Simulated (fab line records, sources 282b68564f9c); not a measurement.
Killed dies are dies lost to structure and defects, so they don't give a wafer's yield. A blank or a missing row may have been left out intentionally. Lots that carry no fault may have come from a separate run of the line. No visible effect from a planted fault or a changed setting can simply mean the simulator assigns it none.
8D (eight disciplines) problem report, filled in by code ; flow rit cmos ; the parts of the form that need people (team, actions taken, sign-off) are left out

## 1. THE ISSUE
Across 2 wafers from 2 lots, M1_AL_RS at RIT_M1_RS_MEAS_01 averages 0.0816 ohm/sq, while fault-free wafers read 0.0732 ohm/sq with a standard deviation of 0.00077. That is +11 standard deviations from the usual mean.
The step: measures by four-point-probe.
Seen first at day 5 17:22 on film metro-02, wafer L914.2. The record holds 42 wafers of 14 lots with a number at this step. Rule for "out" (also "out of limits"): further than 4 standard deviations from the usual mean. The other wafers with a number count as sound.

## 2. WHAT THIS IS AND IS NOT
question;is;is not
which readings at this step;M1_AL_RS;-
which lots;L914, L916;L903, L904, L906, L907, L908, L912, L913, L915, L919, L921, L923, L925
which wafers of those lots;L914.2, L916.3;L914.1, L914.5, L916.4, L916.5
read on which gauges;film metro-02;film metro-03, film metro-04
when;from day 5 17:22;"up to then (23 sound wafers); but 17 sound wafers of L915, L916, L919, L921, L923, L925 came after"

## 3. THE SUSPECTS, EACH WITH WHAT RULES IT OUT
Counting: if a tool at a process step up to the reading ran every lot that is out, it stays a suspect. Sound lots after the first of them don't rule it out here, since some wafers of a struck lot are sound.
- the gauge at RIT_M1_RS_MEAS_01: ruled out. All the wafers that are out were read on film metro-02, but those of them that RIT_M1_SPUTTER_00 has rows for are out there too, on other tools.
- pvd sputter-03 at RIT_M1_SPUTTER_00 (material Al, target thk 400 nm, time 500 s): kept. Ran every lot that is out, first one L914 (day 5 17:05); last sound lot up to then L912 (day 5 09:07). On those wafers its own readings are out: chamber pressure pa, throttle valve pct.
The count leaves pvd sputter-03 at RIT_M1_SPUTTER_00.

## 4. THE CAUSE (what the simulator had put in)
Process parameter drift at RIT_M1_SPUTTER_00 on pvd sputter-03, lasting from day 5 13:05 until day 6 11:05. The setting chamber pressure pa was moved by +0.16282, starting from 0.4. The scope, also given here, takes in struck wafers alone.
This tool alone remained once counting was done.

## 5. THE EFFECT CHAIN, in route order
Rows list readings where the struck wafers' mean (over those with a number) sits beyond 3 standard deviations from the usual. Readings are gone through only where the record gives a usual standard deviation; hours: the median, over the lots, of the time from a lot's start at the first step in this table giving one to that lot's start at this step; sigmas: the change measured in usual standard deviations.
hours;step;reading;usual;on struck wafers;change;sigmas
0;RIT_M1_SPUTTER_00;chamber pressure pa;0.3999 Pa;0.5623;+0.1624;+99 or more
0;RIT_M1_SPUTTER_00;throttle valve pct;29.9 %;25.4;-4.5;-6.5
0;RIT_M1_RS_MEAS_01;M1_AL_RS;0.0732 ohm/sq;0.0816;+0.0084;+11
0;RIT_M1_THK_MEAS_02;M1_AL_THK;402 nm;363;-39;-8.3
2;RIT_M1_METAL_ETCH_12;oes product au;0.777 a.u.;0.726;-0.051;-4.7
Process steps it contains:
- RIT_M1_SPUTTER_00: material Al, target thk 400 nm, time 500 s.
- RIT_M1_METAL_ETCH_12: etches Al in Cl2/BCl3, stops on SiO2, time 165 s, target depth 600 nm.

## 6. HOW IT WOULD HAVE BEEN CAUGHT EARLIER
The first out-of-limits reading at a measuring or inspecting step in this record came at day 5 17:22, 4 hours after the fault's start at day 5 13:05.
At RIT_M1_SPUTTER_00, the tool's own readings (chamber pressure pa, throttle valve pct) were out on each struck wafer the step has a row for, so an alarm limit on them would have fired on the first such wafer.
Among the 2 lots that are out, L916 began RIT_M1_SPUTTER_00 on pvd sputter-03 after day 5 17:22. A tool hold placed at that time would have kept it from harm.
